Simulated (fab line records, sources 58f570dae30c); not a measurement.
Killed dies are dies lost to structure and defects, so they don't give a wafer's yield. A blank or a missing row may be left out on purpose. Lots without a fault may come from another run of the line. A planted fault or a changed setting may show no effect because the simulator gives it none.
Chamber matching | flow berkeley_cmos170 | UCB170_V2_CMP_02 on cmp-01: 4 sister chambers
The step polishes SiO2. 20 wafers are shown with their chamber, then 10 later ones without.

WAFERS WITH THEIR CHAMBER
wafer  | chamber | motor_current_A (A) | retaining_ring_pressure_frac
L396.4 | 2       | 14.0                | 1.001
L396.5 | 3       | 15.9                | 0.998
L396.6 | 0       | 18.7                | 0.994
L398.2 | 0       | 17.5                | 1.002
L398.3 | 2       | 13.5                | 1.001
L398.4 | 3       | 14.8                | 0.998
L397.1 | 3       | 16.3                | 0.998
L397.4 | 1       | 15.2                | 1.010
L397.6 | 2       | 13.4                | 1.002
L400.1 | 3       | 15.6                | 0.994
L400.4 | 2       | 13.8                | 0.996
L400.6 | 1       | 15.3                | 0.998
L402.2 | 3       | 15.1                | 1.010
L402.5 | 1       | 15.3                | 1.006
L402.6 | 0       | 17.8                | 0.995
L403.1 | 0       | 17.6                | 1.002
L403.2 | 3       | 14.5                | 0.992
L403.4 | 1       | 14.8                | 0.991
L406.1 | 2       | 14.1                | 0.997
L406.4 | 3       | 15.0                | 1.007

SIGNATURES (means of the wafers above)
reading                      | chamber 0 | chamber 1 | chamber 2 | chamber 3 | scatter within a chamber
motor_current_A              | 17.900    | 15.150    | 13.760    | 15.314    | 0.494
retaining_ring_pressure_frac | 0.99825   | 1.00125   | 0.99940   | 0.99957   | 0.00592
Rule: a wafer's distance from a chamber is the root of the sum, over the readings, of the square of ((its reading less the chamber's mean) divided by the reading's scatter). The wafer belongs to the nearest chamber; if the next one is less than 2 further off, it can't be placed. The scatter: the root of (the sum of the squares of (reading less its chamber's mean) over the shown wafers, divided by (wafers less chambers)).

WAFERS WITHOUT THEIR CHAMBER
wafer  | motor_current_A (A) | retaining_ring_pressure_frac
L406.6 | 13.6                | 1.005
L414.2 | 15.6                | 0.994
L414.3 | 18.6                | 0.999
L414.4 | 13.2                | 0.999
L416.1 | 15.0                | 0.992
L416.2 | 13.9                | 1.000
L416.5 | 15.1                | 0.992
L418.3 | 17.0                | 1.013
L418.5 | 14.0                | 0.997
L418.6 | 14.9                | 1.000

WHICH CHAMBER EACH WENT THROUGH
wafer  | from the rows above          | in truth
L406.6 | 2                            | 2
L414.2 | can't be placed: 3 or 1      | 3
L414.3 | 0                            | 0
L414.4 | 2                            | 2
L416.1 | can't be placed: 3 or 1 or 2 | 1
L416.2 | 2                            | 2
L416.5 | can't be placed: 3 or 1 or 2 | 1
L418.3 | can't be placed: 0 or 3 or 1 | 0
L418.5 | can't be placed: 2 or 1      | 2
L418.6 | can't be placed: 1 or 3 or 2 | 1
Placed correctly: 4 of 10. Can't be placed from these rows: 6 (the true chamber is among the candidates in 6). Placed wrongly: 0.
